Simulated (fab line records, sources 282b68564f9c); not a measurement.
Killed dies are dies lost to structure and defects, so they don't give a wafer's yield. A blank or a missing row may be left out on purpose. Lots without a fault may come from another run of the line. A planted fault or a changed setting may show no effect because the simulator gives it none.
fab line records | flow rit_cmos
record lots=6 wafers=18 last_day=7
route steps=202 shown ACTIVE@11 FOX1@20 FOX2@23 NWELL@28 PWELL@39 WELLDRIVE@50 SILICIDE@161 M1@202
lots that met no fault: from a run of the same line without faults
start_h: hours from the record's first day to the start of the lot's first wafer shown | wait_h: hours since the lot's step before | " the same as in the row above | L1.1+2: a row that stands for several wafers | - no value, or no start given | * or withheld: withheld | < > ~ a bound
route shown NAME@n: a module of which the file shows steps, and the number in the route of the first | usual: mean/standard deviation of fault-free wafers | same: alike in all rows | chamber/n: place in a boat | sites: the reading at each site | _std_site: their standard deviation | _edge_site: outer sites' mean less inner sites' | radius_mm: how far each site lies from the wafer's centre | mask NAME#n: copy n | behind: the tool/chamber that last shaped the wafer | hold: why the lot was held/for how many hours/how that ended | device: the transistor (n, p or np) that didn't switch | end of line: the same wafers' tests at the end of the route | a step without rows: its recipe alone | killed: dies lost to structure and defects at the first sort, not the wafer's yield | map: a wafer's dies, x killed, . not, _ none there
set.NAME: the setting as run; set.NAME@STEP: as run at that earlier step | model.NAME: the simulator's own value behind a step, which no gauge read
lots at some steps of the route; a table a step, a row a wafer
services: from which hour (start_h, from the record's first day; less than 0 if before it) a tool's chamber was out of use, for how many hours, and why
## steps
# step RIT_ACTIVE_DEVELOP_10
# recipe resist=NOVOLAK develop_time_s=50 dev_temp_c=23
# step RIT_ACTIVE_CD_MEAS_11
# recipe target_cd_nm=1400
# usual cd_nm=1399.5/2.4
# columns lot.wafer tool chamber start_h wait_h cd_nm
L681.2 cd_sem-01 - 19.58 - 1403.2
L681.4 " - " " 1402.3
L681.5 " - " " 1402.0
L691.1 cd_sem-01 - 69.56 - 1399.6
L691.5 " - " " 1401.4
L691.6 " - " " 1399.7
L692.1 cd_sem-02 - 74.44 - 1400.1
L692.2 " - " " 1400.3
L692.3 " - " " 1399.2
L694.4 cd_sem-02 - 84.62 - 1405.8
L694.5 " - " " 1404.0
L694.6 " - " " 1401.9
L696.1 cd_sem-02 - 94.44 - 1401.9
L696.5 " - " " 1402.7
L696.6 " - " " 1401.6
L703.1 cd_sem-02 - 129.56 - 1395.9
L703.3 " - " " 1396.6
L703.5 " - " " 1397.5
# step RIT_ACTIVE_HARDBAKE_12
# recipe resist=NOVOLAK temp_c=140 time_s=60
# step RIT_ACTIVE_ETCH_13
# recipe stop_on=SiO2 chemistry=SF6 target=Si3N4 time_s=210 over_etch_frac=0.4 SF6_flow_sccm=200 pressure_mtorr=260 rf_w=125 target_depth_a=2100
# usual drypump_motor_current_A=5.8/0.51 oes_product_au=0.819/0.01 throttle_valve_pct=7.48/0.13
# columns lot.wafer tool chamber start_h wait_h drypump_motor_current_A oes_product_au rf_hours_counter_h throttle_valve_pct
L681.2 rie_diel-04 0 19.83 0.1 6.0 0.820 64 7.59
L681.4 " 2 " " 6.8 0.808 - 7.52
L681.5 " 0 " " 6.0 0.824 - 7.58
L691.1 rie_diel-01 1 69.83 0.1 6.4 0.796 150 7.60
L691.5 " 1 " " 6.4 0.804 - 7.60
L691.6 " 2 " " 5.7 0.818 - 7.39
L692.1 rie_diel-04 1 74.71 0.1 4.9 0.826 64 7.51
L692.2 " 2 " " 6.8 0.828 11 7.52
L692.3 " 3 " " 5.8 0.824 20 7.56
L694.4 rie_diel-01 0 84.83 0.1 5.5 0.800 115 7.65
L694.5 " 0 " " 5.5 0.801 - 7.66
L694.6 " 3 " " 5.1 0.816 - 7.49
L696.1 rie_diel-03 1 94.71 0.1 5.9 0.822 66 7.31
L696.5 " 0 " " 6.3 0.831 - 7.33
L696.6 " 1 " " 5.9 0.824 - 7.32
L703.1 rie_diel-04 1 129.83 0.1 5.0 0.812 65 7.51
L703.3 " 2 " " 6.8 0.811 12 7.52
L703.5 " 0 " " 6.1 0.822 - 7.59
# step RIT_ACTIVE_STRIP_14
# recipe chemistry=O2 time_s=180 resist=NOVOLAK platen_temp_c=withheld power_w=500 pressure_mtorr=4000 o2_flow_sccm=4000
# usual drypump_motor_current_A=5.9/0.6
# columns lot.wafer tool chamber start_h wait_h drypump_motor_current_A rf_hours_counter_h
L681.2 plasma_asher-03 1 19.97 0.1 5.7 40
L681.4 " 0 " " 6.7 -
L681.5 " 0 " " 6.7 -
L691.1 plasma_asher-01 1 69.97 0.1 5.2 19
L691.5 " 0 " " 5.2 -
L691.6 " 1 " " 5.2 -
L692.1 plasma_asher-03 1 74.84 0.1 5.7 46
L692.2 " 0 " " 6.7 46
L692.3 " 1 " " 5.7 -
L694.4 plasma_asher-03 0 85.03 0.1 6.7 -
L694.5 " 1 " " 5.7 -
L694.6 " 0 " " 6.7 -
L696.1 plasma_asher-03 1 94.84 0.1 5.7 48
L696.5 " 0 " " 6.7 -
L696.6 " 1 " " 5.7 -
L703.1 plasma_asher-03 1 129.97 0.1 5.7 52
L703.3 " 0 " " 6.7 -
L703.5 " 1 " " 5.7 -
# step RIT_ACTIVE_CD_MEAS_90
# recipe target_cd_nm=1400
# usual cd_nm=1399.5/2.4
# columns lot.wafer tool chamber start_h wait_h cd_nm
L681.2 cd_sem-02 - 20.16 0.1 1403.4
L681.4 " - " " 1402.2
L681.5 " - " " 1402.4
L691.1 cd_sem-01 - 70.14 0.1 1400.2
L691.5 " - " " 1401.2
L691.6 " - " " 1399.9
L692.1 cd_sem-02 - 75.02 0.1 1399.6
L692.2 " - " " 1400.0
L692.3 " - " " 1399.5
L694.4 cd_sem-01 - 85.20 0.1 1405.4
L694.5 " - " " 1403.8
L694.6 " - " " 1401.9
L696.1 cd_sem-02 - 95.02 0.1 1401.7
L696.5 " - " " 1403.3
L696.6 " - " " 1401.7
L703.1 cd_sem-01 - 130.14 0.1 1395.7
L703.3 " - " " 1396.6
L703.5 " - " " 1397.8
# step RIT_ACTIVE_CLEAN_15
# recipe chemistry=SC1 mix=3:3:50 time_s=600 temp_c=75
# step RIT_ACTIVE_CLEAN_16
# recipe chemistry=dHF dilution=50:1 time_s=30
# step RIT_ACTIVE_CLEAN_17
# recipe chemistry=SC2 mix=3:3:50 time_s=600 temp_c=75 dry=n2_spin
# step RIT_FOX1_OXIDATION_00
# recipe temp_c=1100 ambient=H2O target_thk_a=3507 p_h2o_torr=720 ox_time_s=1130
# step RIT_FOX1_THK_MEAS_01
# recipe reads=SiO2_of_FOX1_OXIDATION_00
# usual FOX1_OXIDE_THK=355/7.4
# columns lot.wafer tool chamber start_h wait_h FOX1_OXIDE_THK[nm]
L681.2 film_metro-04 - 21.95 0.0 351
L681.4 " - " " 354
L681.5 " - " " 351
L691.1 film_metro-02 - 71.96 0.0 348
L691.5 " - " " 347
L691.6 " - " " 346
L692.1 film_metro-02 - 76.84 0.0 354
L692.2 " - " " 350
L692.3 " - " " 357
L694.4 film_metro-02 - 86.97 0.0 355
L694.5 " - " " 354
L694.6 " - " " 357
L696.1 film_metro-04 - 96.84 0.0 350
L696.5 " - " " 358
L696.6 " - " " 358
L703.1 film_metro-04 - 132.18 0.0 354
L703.3 " - " " 358
L703.5 " - " " 358
# step RIT_FOX1_WET_ETCH_02
# recipe chemistry=BOE target_depth_nm=350 time_s=390 temp_c=21.5 dry=n2_spin dilution=10:1 target=SiO2
# step RIT_FOX2_OXIDATION_00
# recipe temp_c=1100 ambient=H2O target_thk_a=3507 p_h2o_torr=720 ox_time_s=1130
# usual spike_tc_centre_C=1102.4/0.97 spike_tc_load_C=1129.2/2 spike_tc_source_C=1127.4/2.2 tube_center_temp_C=1100/0.089 tube_center_temp_C_max=1102.8/0.46 zone_power_load_pct=41.3/0.49
# columns lot.wafer tool chamber start_h wait_h spike_tc_centre_C spike_tc_load_C spike_tc_source_C tube_center_temp_C tube_center_temp_C_max zone_power_load_pct model.SiO2_of_FOX2_OXIDATION_00.thk_nm
L681.2 furnace-01 0 22.13 0.0 1102.5 1130.9 1130.9 1099.9 1102.7 41.4 353.4
L681.4 " 0 " " 1103.1 1129.7 1127.5 1100 1103.0 41.3 352.5
L681.5 " 0 " " 1104.1 1130.4 1128.9 1100 1103.5 41.5 352.9
L691.1 furnace-04 0 72.15 0.0 1067.0 1093.2 1089.8 1064.7 1068.1 38.1 288.5
L691.5 " 0 " " 1067.8 1091.3 1091.0 1064.5 1066.9 38.3 287.2
L691.6 " 0 " " 1066.6 1090.8 1091.7 1064.6 1067.7 38.5 289.5
L692.1 furnace-04 0 77.05 0.0 1067.4 1090.7 1090.9 1064.6 1067.8 37.4 289.8
L692.2 " 0 " " 1067.4 1088.0 1089.5 1064.8 1067.3 38.3 286.4
L692.3 " 0 " " 1066.9 1091.5 1090.5 1064.8 1067.4 37.6 282.4
L694.4 furnace-01 0 87.12 0.0 1103.4 1130.5 1128.9 1099.9 1102.5 41.7 346.8
L694.5 " 0 " " 1101.8 1132.5 1129.9 1099.8 1102.5 41.3 350.2
L694.6 " 0 " " 1103.4 1130.9 1128.9 1100 1102.7 42.2 358.9
L696.1 furnace-01 0 97.13 0.0 1101.3 1130.6 1129.2 1100 1102.7 41.3 360.9
L696.5 " 0 " " 1103.2 1130.6 1131.0 1100.1 1102.6 41.7 362.8
L696.6 " 0 " " 1101.2 1129.4 1128.3 1100.1 1102.8 41.0 360
L703.1 furnace-01 0 132.36 0.0 1102.8 1133.0 1130.9 1100 1102.8 41.1 354.9
L703.3 " 0 " " 1100.2 1129.1 1129.3 1100.1 1102.8 41.6 353.6
L703.5 " 0 " " 1104.1 1130.6 1129.4 1100.1 1102.7 41.6 357.2
# step RIT_FOX2_THK_MEAS_01
# recipe reads=SiO2_of_FOX2_OXIDATION_00
# usual FOX2_OXIDE_THK=354/6.2
# columns lot.wafer tool chamber start_h wait_h FOX2_OXIDE_THK[nm]
L681.2 film_metro-03 - 23.46 0.0 353
L681.4 " - " " 352
L681.5 " - " " 353
L691.1 film_metro-02 - 73.46 0.0 288
L691.5 " - " " 287
L691.6 " - " " 290
L692.1 film_metro-02 - 78.37 0.0 290
L692.2 " - " " 286
L692.3 " - " " 283
L694.4 film_metro-03 - 88.46 0.0 347
L694.5 " - " " 350
L694.6 " - " " 359
L696.1 film_metro-03 - 98.44 0.0 361
L696.5 " - " " 363
L696.6 " - " " 360
L703.1 film_metro-02 - 133.67 0.0 354
L703.3 " - " " 354
L703.5 " - " " 357
# step RIT_FOX2_CLEAN_02
# recipe chemistry=dHF dilution=50:1 time_s=180
# step RIT_FOX2_WET_ETCH_03
# recipe chemistry=H3PO4 target=Si3N4 target_depth_nm=195 temp_c=165 time_s=2700
# step RIT_FOX2_THK_MEAS_90
# recipe reads=SiO2_of_FOX2_OXIDATION_00
# usual FIELD_OXIDE_LEFT_1_THK=327/6.2
# columns lot.wafer tool chamber start_h wait_h FIELD_OXIDE_LEFT_1_THK[nm]
L681.2 film_metro-01 - 24.33 0.0 326
L681.4 " - " " 326
L681.5 " - " " 325
L691.1 film_metro-02 - 74.34 0.0 261
L691.5 " - " " 260
L691.6 " - " " 262
L692.1 film_metro-02 - 79.24 0.0 262
L692.2 " - " " 259
L692.3 " - " " 255
L694.4 film_metro-02 - 89.34 0.0 320
L694.5 " - " " 323
L694.6 " - " " 332
L696.1 film_metro-02 - 99.33 0.0 333
L696.5 " - " " 335
L696.6 " - " " 332
L703.1 film_metro-03 - 134.55 0.0 327
L703.3 " - " " 326
L703.5 " - " " 330
# step RIT_NWELL_HMDS_00
# recipe prime_time_s=60 prime_temp_c=140
# step RIT_NWELL_COAT_01
# recipe resist=NOVOLAK spin_rpm=2000 resist_thk_nm=1300
# step RIT_NWELL_SOFTBAKE_02
# recipe resist=NOVOLAK temp_c=90 time_s=60
# step RIT_NWELL_EXPOSE_03
# recipe mask_id=M2 na=0.57 target_cd_nm=43900 dose_mj=250
# step RIT_NWELL_PEB_04
# recipe resist=NOVOLAK temp_c=withheld time_s=withheld
# step RIT_NWELL_DEVELOP_05
# recipe resist=NOVOLAK develop_time_s=68 dev_temp_c=23
# step RIT_NWELL_OVL_MEAS_06
# usual NWELL_OVL=0.0/1.5
# columns lot.wafer tool chamber start_h wait_h NWELL_OVL[nm]
L681.2 overlay-02 - 25.39 - -1.2
L681.4 " - " " -1.4
L681.5 " - " " 0.5
L691.1 overlay-02 - 75.28 - 2.1
L691.5 " - " " 3.1
L691.6 " - " " 2.3
L692.1 overlay-01 - 80.31 - -1.2
L692.2 " - " " 0.0
L692.3 " - " " -3.0
L694.4 overlay-02 - 90.27 - 0.4
L694.5 " - " " -1.7
L694.6 " - " " 1.5
L696.1 overlay-02 - 100.45 - -1.6
L696.5 " - " " -1.5
L696.6 " - " " -2.2
L703.1 overlay-02 - 135.49 - 0.2
L703.3 " - " " 0.3
L703.5 " - " " 0.8
# step RIT_NWELL_HARDBAKE_07
# recipe resist=NOVOLAK temp_c=140 time_s=120
# step RIT_NWELL_IMPLANT_08
# recipe species=P energy_kev=170 dose_cm2=5e+13 tilt_deg=7
# step RIT_NWELL_STRIP_09
# recipe chemistry=O2 time_s=180 resist=NOVOLAK platen_temp_c=withheld power_w=500 pressure_mtorr=4000 o2_flow_sccm=4000
# usual drypump_motor_current_A=5.9/0.46
# columns lot.wafer tool chamber start_h wait_h drypump_motor_current_A rf_hours_counter_h
L681.2 plasma_asher-04 0 25.97 0.1 5.9 40
L681.4 " 0 " " 5.9 -
L681.5 " 0 " " 5.9 -
L691.1 plasma_asher-04 1 75.72 0.1 5.7 45
L691.5 " 0 " " 5.9 -
L691.6 " 1 " " 5.7 -
L692.1 plasma_asher-04 0 80.74 0.1 5.9 46
L692.2 " 1 " " 5.7 46
L692.3 " 1 " " 5.7 -
L694.4 plasma_asher-02 0 90.75 0.1 6.1 -
L694.5 " 0 " " 6.1 -
L694.6 " 1 " " 5.2 -
L696.1 plasma_asher-02 0 100.88 0.1 6.2 49
L696.5 " 1 " " 5.1 -
L696.6 " 0 " " 6.2 -
L703.1 plasma_asher-02 0 135.93 0.1 6.1 53
L703.3 " 0 " " 6.1 -
L703.5 " 1 " " 5.2 -
# step RIT_NWELL_TW_MEAS_10
# usual NWELL_TW=2156/30
# columns lot.wafer tool chamber start_h wait_h NWELL_TW
L681.2 film_metro-04 - 26.15 0.1 2120
L681.4 " - " " 2128
L681.5 " - " " 2135
L691.1 film_metro-03 - 75.90 0.1 2161
L691.5 " - " " 2155
L691.6 " - " " 2164
L692.1 film_metro-02 - 80.92 0.1 2196
L692.2 " - " " 2197
L692.3 " - " " 2211
L694.4 film_metro-04 - 90.89 0.1 2123
L694.5 " - " " 2134
L694.6 " - " " 2139
L696.1 film_metro-04 - 101.06 0.1 2112
L696.5 " - " " 2131
L696.6 " - " " 2107
L703.1 film_metro-02 - 136.10 0.1 2213
L703.3 " - " " 2206
L703.5 " - " " 2196
# step RIT_PWELL_HMDS_00
# recipe prime_time_s=60 prime_temp_c=140
# step RIT_PWELL_COAT_01
# recipe resist=NOVOLAK spin_rpm=2000 resist_thk_nm=1300
# step RIT_PWELL_SOFTBAKE_02
# recipe resist=NOVOLAK temp_c=90 time_s=60
# step RIT_PWELL_EXPOSE_03
# recipe mask_id=M3 na=0.57 target_cd_nm=43700 dose_mj=250
# step RIT_PWELL_PEB_04
# recipe resist=NOVOLAK temp_c=withheld time_s=withheld
# step RIT_PWELL_DEVELOP_05
# recipe resist=NOVOLAK develop_time_s=68 dev_temp_c=23
# step RIT_PWELL_OVL_MEAS_06
# usual PWELL_OVL=-0.7/1.5
# columns lot.wafer tool chamber start_h wait_h PWELL_OVL[nm]
L681.2 overlay-01 - 27.09 - -1.8
L681.4 " - " " -1.4
L681.5 " - " " -1.7
L691.1 overlay-02 - 76.84 - 1.1
L691.5 " - " " -1.6
L691.6 " - " " 0.5
L692.1 overlay-01 - 81.93 - 1.5
L692.2 " - " " 0.0
L692.3 " - " " -0.7
L694.4 overlay-01 - 91.82 - 0.0
L694.5 " - " " -0.7
L694.6 " - " " -0.6
L696.1 overlay-02 - 102.00 - -2.9
L696.5 " - " " -2.2
L696.6 " - " " -0.9
L703.1 overlay-02 - 137.04 - -3.2
L703.3 " - " " 0.2
L703.5 " - " " -0.1
# step RIT_PWELL_HARDBAKE_07
# recipe resist=NOVOLAK temp_c=140 time_s=120
# step RIT_PWELL_IMPLANT_08
# recipe species=B energy_kev=170 dose_cm2=7e+13 tilt_deg=7
# step RIT_PWELL_STRIP_09
# recipe chemistry=O2 time_s=180 resist=NOVOLAK platen_temp_c=withheld power_w=500 pressure_mtorr=4000 o2_flow_sccm=4000
# usual drypump_motor_current_A=5.8/0.57
# columns lot.wafer tool chamber start_h wait_h drypump_motor_current_A rf_hours_counter_h
L681.2 plasma_asher-03 0 27.52 0.1 6.7 41
L681.4 " 0 " " 6.7 -
L681.5 " 0 " " 6.7 -
L691.1 plasma_asher-04 1 77.27 0.1 5.7 45
L691.5 " 1 " " 5.7 -
L691.6 " 0 " " 5.9 -
L692.1 plasma_asher-03 0 82.37 0.1 6.7 47
L692.2 " 1 " " 5.7 47
L692.3 " 0 " " 6.7 -
L694.4 plasma_asher-03 1 92.30 0.1 5.7 -
L694.5 " 1 " " 5.7 -
L694.6 " 0 " " 6.7 -
L696.1 plasma_asher-03 1 102.44 0.1 5.7 49
L696.5 " 1 " " 5.7 -
L696.6 " 0 " " 6.6 -
L703.1 plasma_asher-03 0 137.48 0.1 6.7 52
L703.3 " 1 " " 5.7 -
L703.5 " 0 " " 6.7 -
# step RIT_PWELL_TW_MEAS_10
# usual PWELL_TW=962/14
# columns lot.wafer tool chamber start_h wait_h PWELL_TW
L681.2 film_metro-03 - 27.70 0.1 951
L681.4 " - " " 957
L681.5 " - " " 954
L691.1 film_metro-03 - 77.45 0.1 961
L691.5 " - " " 957
L691.6 " - " " 959
L692.1 film_metro-03 - 82.54 0.1 963
L692.2 " - " " 965
L692.3 " - " " 964
L694.4 film_metro-02 - 92.44 0.1 978
L694.5 " - " " 981
L694.6 " - " " 978
L696.1 film_metro-03 - 102.61 0.1 962
L696.5 " - " " 951
L696.6 " - " " 958
L703.1 film_metro-02 - 137.65 0.1 979
L703.3 " - " " 976
L703.5 " - " " 977
# step RIT_WELLDRIVE_ANNEAL_00
# recipe temp_c=1100 time_s=14700 ambient=N2
# step RIT_WELLDRIVE_RS_MEAS_01
# recipe thk_meas_gauge=four-point-probe
# usual NWELL_RS=275.4/0.76
# columns lot.wafer tool chamber start_h wait_h NWELL_RS[ohm/sq]
L681.2 film_metro-02 - 33.64 0.0 273.7
L681.4 " - " " 273.2
L681.5 " - " " 274.1
L691.1 film_metro-04 - 82.59 0.0 276.1
L691.5 " - " " 276.3
L691.6 " - " " 277.2
L692.1 film_metro-03 - 87.69 0.0 275.0
L692.2 " - " " 275.1
L692.3 " - " " 275.8
L694.4 film_metro-02 - 98.16 0.1 275.5
L694.5 " - " " 275.5
L694.6 " - " " 275.3
L696.1 film_metro-04 - 107.75 0.0 274.9
L696.5 " - " " 274.4
L696.6 " - " " 274.6
L703.1 film_metro-03 - 142.80 0.0 274.5
L703.3 " - " " 275.0
L703.5 " - " " 274.4
# step RIT_WELLDRIVE_RS_MEAS_02
# recipe thk_meas_gauge=four-point-probe
# usual PWELL_RS=429.5/1.2
# columns lot.wafer tool chamber start_h wait_h PWELL_RS[ohm/sq]
L681.2 film_metro-02 - 33.76 0.1 427.9
L681.4 " - " " 428.4
L681.5 " - " " 428.4
L691.1 film_metro-04 - 82.71 0.1 429.2
L691.5 " - " " 430.8
L691.6 " - " " 430.6
L692.1 film_metro-03 - 87.81 0.1 429.1
L692.2 " - " " 429.4
L692.3 " - " " 430.4
L694.4 film_metro-02 - 98.28 0.1 428.3
L694.5 " - " " 427.9
L694.6 " - " " 429.4
L696.1 film_metro-04 - 107.87 0.1 429.4
L696.5 " - " " 430.4
L696.6 " - " " 429.3
L703.1 film_metro-03 - 142.92 0.1 429.7
L703.3 " - " " 429.3
L703.5 " - " " 430.6
# step RIT_FOX2_THK_MEAS_91
# recipe reads=SiO2_of_FOX2_OXIDATION_00
# usual FIELD_OXIDE_LEFT_2_THK=259/6.2
# columns lot.wafer tool chamber start_h wait_h FIELD_OXIDE_LEFT_2_THK[nm]
L681.2 film_metro-02 - 37.83 0.0 258
L681.4 " - " " 257
L681.5 " - " " 258
L691.1 film_metro-03 - 86.47 0.0 194
L691.5 " - " " 192
L691.6 " - " " 194
L692.1 film_metro-02 - 91.45 0.0 194
L692.2 " - " " 191
L692.3 " - " " 187
L694.4 film_metro-02 - 102.24 0.0 252
L694.5 " - " " 255
L694.6 " - " " 264
L696.1 film_metro-03 - 112.06 0.0 266
L696.5 " - " " 267
L696.6 " - " " 265
L703.1 film_metro-03 - 146.59 0.0 258
L703.3 " - " " 258
L703.5 " - " " 261
# step RIT_SILICIDE_WET_ETCH_00
# recipe chemistry=BOE target=SiO2 target_depth_nm=14 time_s=15 dry=n2_spin dilution=10:1 temp_c=21.5
# columns lot.wafer tool chamber start_h wait_h model.SiO2_of_FOX2_OXIDATION_00.thk_nm
L681.2 wet_bench-04 3 55.80 0.1 153.2
L681.4 " 3 " " 152
L681.5 " 3 " " 153.5
L691.1 wet_bench-03 1 104.49 0.1 88.88
L691.5 " 1 " " 87.2
L691.6 " 1 " " 89.43
L692.1 wet_bench-01 0 111.23 0.1 90.01
L692.2 " 0 " " 86
L692.3 " 0 " " 82.2
L694.4 wet_bench-01 3 120.28 0.0 145.1
L694.5 " 3 " " 149.3
L694.6 " 3 " " 157.8
L696.1+6 wet_bench-04 3 129.47 0.1 159.6
L696.5 " 3 " " 162.8
L703.1 wet_bench-04 0 166.20 0.1 153.1
L703.3 " 0 " " 152.2
L703.5 " 0 " " 156.4
# step RIT_M1_PROBE_99
# usual killed_at_contacts=0.1/0.26 killed_at_front_end=7.5/2.8 killed_dies=7.6/2.8 killed_open=3.9/2.1 killed_short=3.7/1.7
# same gross_dies=264 killed_at_M0_to_M3=0 killed_at_M4_up=0 killed_at_back_side=0 killed_at_other=0
# columns lot.wafer tool chamber start_h wait_h killed_at_contacts killed_at_front_end killed_dies killed_open killed_short model.etest.pldd.width_nm model.etest.nldd.width_nm model.etest.nplus_sal.width_nm model.etest.pplus_sal.width_nm model.etest.nmos_narrow.drive_ua_um model.etest.pwell.rs_ohm_sq model.etest.field_n.vt_v model.etest.field_p_metal.vt_v
L681.2 prober-02 - 62.74 0.1 0 6 6 3 3 3172 3166 3436 3442 225.3 412.9 35.08 -29.58
L681.4 prober-02 - 62.84 0.2 0 8 8 6 2 3164 3176 3448 3455 227 410.7 34.88 -30
L681.5 prober-02 - 62.89 0.2 0 7 7 5 2 3184 3180 3452 3438 222.1 405.5 35.01 -30.5
L691.1 prober-02 - 111.55 0.1 0 9 9 5 4 3234 3245 3478 3472 239.3 403.7 26.1 -35.35
L691.5 prober-02 - 111.75 0.2 0 8 8 5 3 3244 3239 3502 3490 233.8 400.1 25.83 -36.02
L691.6 prober-02 - 111.80 0.2 0 4 4 1 3 3239 3226 3498 3495 234.8 398.2 26.17 -35.81
L692.1 prober-01 - 118.51 0.1 0 5 5 4 1 3234 3228 3453 3466 227.2 400.7 26.37 -33.45
L692.2 prober-01 - 118.56 0.1 0 6 6 2 4 3224 3224 3470 3472 236.2 401.4 26 -33.79
L692.3 prober-01 - 118.61 0.2 0 11 11 3 7 3224 3216 3491 3473 237.1 403.1 25.62 -33.6
L694.4 prober-01 - 128.59 0.2 0 7 7 3 4 3190 3179 3482 3460 227.3 417.2 34.5 -29.76
L694.5 prober-01 - 128.64 0.2 0 7 7 3 4 3180 3183 3462 3437 221.7 412.9 34.91 -29.89
L694.6 prober-01 - 128.69 0.2 0 9 9 3 5 3158 3166 3436 3436 220.3 425.3 35.98 -28.9
L696.1 prober-01 - 136.31 0.1 0 5 5 2 3 3182 3176 3446 3458 219.9 415.7 36.03 -28.61
L696.5 prober-01 - 136.51 0.2 0 6 6 4 2 3156 3161 3455 3463 224.3 412.5 36.26 -28.91
L696.6 prober-01 - 136.56 0.2 0 5 5 2 3 3159 3170 3444 3447 219.4 416.2 35.9 -29.02
L703.1 prober-02 - 173.53 0.1 0 8 8 5 3 3196 3150 3442 3454 218.3 414.4 35.23 -29.29
L703.3 prober-02 - 173.63 0.2 0 7 7 3 4 3166 3164 3431 3446 217.6 416 35.1 -28.83
L703.5 prober-02 - 173.73 0.2 1 11 12 7 5 3174 3159 3445 3432 222.9 418.3 35.44 -28.96
# killed by level:class
L681.2 GATE:geometric_particle:short=2 FOX1:geometric_particle:open=1 FOX1:geometric_particle:short=1 FOX2:geometric_particle:open=1 GATE:geometric_particle:open=1
L681.4 GATE:geometric_particle:open=3 FOX1:geometric_particle:short=2 FOX2:geometric_particle:open=2 REOX:geometric_particle:open=1
L681.5 GATE:geometric_particle:open=3 FOX1:geometric_particle:short=1 REOX:geometric_particle:short=1 SPACER:geometric_particle:open=1 SILICIDE:geometric_particle:open=1
L691.1 GATE:geometric_particle:short=3 GATE:geometric_particle:open=2 SPACER:geometric_particle:open=2 REOX:geometric_particle:open=1 SPACER:geometric_particle:short=1
L691.5 GATE:geometric_particle:open=3 SPACER:geometric_particle:short=3 SPACER:geometric_particle:open=2
L691.6 SILICIDE:geometric_particle:short=1 GATE:geometric_particle:short=1 REOX:geometric_particle:short=1 REOX:geometric_particle:open=1
L692.1 GATE:geometric_particle:open=2 SPACER:geometric_particle:open=2 FOX1:geometric_particle:short=1
L692.2 GATE:geometric_particle:short=2 SPACER:geometric_particle:short=2 GATE:geometric_particle:open=1 SPACER:geometric_particle:open=1
L692.3 REOX:geometric_particle:short=4 SILICIDE:geometric_particle:short=2 FOX1:geometric_particle:open=1 GATE:geometric_particle:short=1 SPACER:geometric_particle:open=1 SILICIDE:geometric_particle:open=1 NSD:coat_microbubble_printed=1
L694.4 GATE:geometric_particle:short=2 REOX:geometric_particle:short=2 FOX1:geometric_particle:open=1 GATE:geometric_particle:open=1 SILICIDE:geometric_particle:open=1
L694.5 FOX1:geometric_particle:short=2 GATE:geometric_particle:short=2 GATE:geometric_particle:open=2 SPACER:geometric_particle:open=1
L694.6 GATE:geometric_particle:open=2 SILICIDE:geometric_particle:short=2 GATE:geometric_particle:short=1 REOX:geometric_particle:short=1 SPACER:geometric_particle:short=1 SILICIDE:geometric_particle:open=1 NLDD:coat_microbubble_printed=1
L696.1 GATE:geometric_particle:short=2 SPACER:geometric_particle:open=1 SILICIDE:geometric_particle:open=1 SILICIDE:geometric_particle:short=1
L696.5 SPACER:geometric_particle:open=3 GATE:geometric_particle:short=1 SPACER:geometric_particle:short=1 SILICIDE:geometric_particle:open=1
L696.6 FOX1:geometric_particle:short=1 REOX:geometric_particle:open=1 SPACER:geometric_particle:short=1 SILICIDE:geometric_particle:short=1 SILICIDE:geometric_particle:open=1
L703.1 GATE:geometric_particle:open=4 FOX2:geometric_particle:short=1 GATE:geometric_particle:short=1 SILICIDE:geometric_particle:open=1 SILICIDE:geometric_particle:short=1
L703.3 GATE:geometric_particle:open=3 GATE:geometric_particle:short=2 SILICIDE:geometric_particle:short=2
L703.5 SPACER:geometric_particle:open=3 GATE:geometric_particle:open=2 GATE:geometric_particle:short=2 FOX1:geometric_particle:short=1 REOX:geometric_particle:short=1 REOX:geometric_particle:open=1 SPACER:geometric_particle:short=1 CONTACT:geometric_particle:open=1
## services
# columns tool chamber start_h hours kind
furnace-01 - 4.94 4.0 pm
rie_diel-04 3 15.52 8.3 repair
rie_diel-01 - 23.02 0.5 repair
furnace-04 - 53.00 3.2 pm
rie_diel-03 2 55.58 11.1 repair
rie_diel-04 3 91.18 26.1 repair
plasma_asher-04 - 108.75 9.0 pm
plasma_asher-04 0 108.75 9.0 vent_cycle
plasma_asher-04 1 108.75 9.0 vent_cycle
plasma_asher-04 0 117.75 - clean
plasma_asher-04 1 117.75 - clean
rie_diel-04 3 123.26 11.2 repair
plasma_asher-03 - 132.28 2.8 pm
rie_diel-01 1 136.59 - clean
rie_diel-01 1 136.59 16.5 scheduled_down
rie_diel-01 1 136.59 16.5 vent_cycle
rie_diel-03 3 137.20 2.9 repair
plasma_asher-01 - 137.26 4.1 repair
rie_diel-01 3 151.22 2.0 repair
rie_diel-03 1 153.42 16.0 repair
## key
first_sign step=RIT_FOX2_OXIDATION_00 reading=tube_center_temp_C direction=down sigmas=99+ usual=* struck=*
effect step=RIT_FOX2_OXIDATION_00 reading=tube_center_temp_C_max direction=down sigmas=77 usual=* struck=*
effect step=RIT_FOX2_THK_MEAS_01 reading=FOX2_OXIDE_THK direction=down sigmas=11 usual=354 struck=287
effect step=RIT_FOX2_THK_MEAS_90 reading=FIELD_OXIDE_LEFT_1_THK direction=down sigmas=11 usual=327 struck=260
effect step=RIT_FOX2_THK_MEAS_91 reading=FIELD_OXIDE_LEFT_2_THK direction=down sigmas=11 usual=259 struck=192
model_effect step=RIT_FOX2_OXIDATION_00 value=SiO2_of_FOX2_OXIDATION_00.thk_nm without=349.2 struck=287.3
model_effect step=RIT_SILICIDE_WET_ETCH_00 value=SiO2_of_FOX2_OXIDATION_00.thk_nm without=149.2 struck=87.28
model_effect step=RIT_M1_PROBE_99 value=etest.pldd.width_nm without=3173 struck=3233
met_at RIT_FOX2_OXIDATION_00
struck_wafers L691.1,L691.5,L691.6,L692.1,L692.2,L692.3
tester_left_out L691,L692
fault kind=process_parameter_drift tool=furnace-04 chamber=- onset_h=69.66 steps=RIT_FOX2_OXIDATION_00 channel=temp_c offset=* shape=step end_h=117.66 acts_in=* stated=*
# tester_left_out: of these lots the tester's yield and bins aren't shown, on N5 and GAA mostly nor the transistor test; their killed dies are dies lost to structure and defects alone, not to doping, threshold or leakage, so they don't give the yield
